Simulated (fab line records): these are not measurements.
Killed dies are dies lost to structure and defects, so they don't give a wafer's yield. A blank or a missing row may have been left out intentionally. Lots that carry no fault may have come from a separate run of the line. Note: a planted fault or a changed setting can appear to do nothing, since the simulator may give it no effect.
Problem report, 8D (eight disciplines) form, completed by code -- flow rit cmos -- the parts of the form that need people (team, actions taken, sign-off) are left out

1. THE ISSUE
GATE_OXIDE_THK at RIT_GATE_THK_MEAS_07 reads a mean of 4.93 nm on 6 wafers of 2 lots; wafers without a fault read 3.01 nm with a standard deviation of 0.076. That is +25 standard deviations from the usual mean.
First observed at day 5 19:29: wafer L393.2, on film metro-03. The record has a number at this step for 42 wafers belonging to 14 lots. The rule behind "out" and "out of limits": a value lying over 4 standard deviations away from the usual mean. Any other wafer with a number is counted as sound.

2. WHAT IT IS, AND WHAT IT ISN'T
question,is,is not
which readings at this step,GATE_OXIDE_THK,-
which lots,"L393, L398","L377, L380, L382, L383, L384, L385, L386, L387, L388, L389, L390, L396"
which wafers of those lots,all that have a number,-
read on which gauges,"film metro-02, film metro-03",film metro-04
when,from day 5 19:29,up to then (33 sound wafers); but 3 sound wafers of L396 came after

3. WHAT RULES OUT EACH SUSPECT
Counting: a tool at any process step up to the reading remains a suspect when it ran all the lots that are out and ran no sound lot after the first of those.
- the gauge at RIT_GATE_THK_MEAS_07 has been ruled out. Those wafers that are out were read across 2 gauges (film metro-02, film metro-03).
- furnace-04 at RIT_GATE_OXIDATION_05 (target thk 3 nm, ox time 270 s): kept. It processed each lot that is out, first L393 at day 5 17:47, and no sound lot thereafter; up to then, the last sound lot it processed was L389 at day 4 21:44.
The count leaves furnace-04 at RIT_GATE_OXIDATION_05.

4. THE CAUSE (what the simulator had put in)
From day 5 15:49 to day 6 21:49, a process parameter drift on furnace-04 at RIT_GATE_OXIDATION_05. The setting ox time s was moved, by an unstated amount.
After counting, this tool was the only one left.

5. SEQUENCE OF EFFECTS, ordered by route
One row per reading whose mean, taken over the struck wafers that have a number, lies over 3 standard deviations from the usual. Only readings whose record carries a usual standard deviation are examined. hours: median over the lots of the time between each lot's start at the first step of this table that gives one and its start at this step. sigmas: the change, counted in usual standard deviations.
hours,step,reading,usual,on struck wafers,change,sigmas
0,RIT_GATE_THK_MEAS_07,GATE_OXIDE_THK,3.01 nm,4.93,+1.92,+25

6. WHAT WOULD HAVE CAUGHT IT SOONER
4 hours passed between the start of the fault at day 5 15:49 and the first reading out of limits at a measuring or inspecting step in this record, taken at day 5 19:29.
Of the tool readings at RIT_GATE_OXIDATION_05 for which the record gives a usual standard deviation, none was out on any struck wafer, so an alarm limit of 4 standard deviations on them would not have fired.
Of the lots that are out (2), L398 began RIT_GATE_OXIDATION_05 on furnace-04 after day 5 19:29. Holding the tool at that time would have saved it.
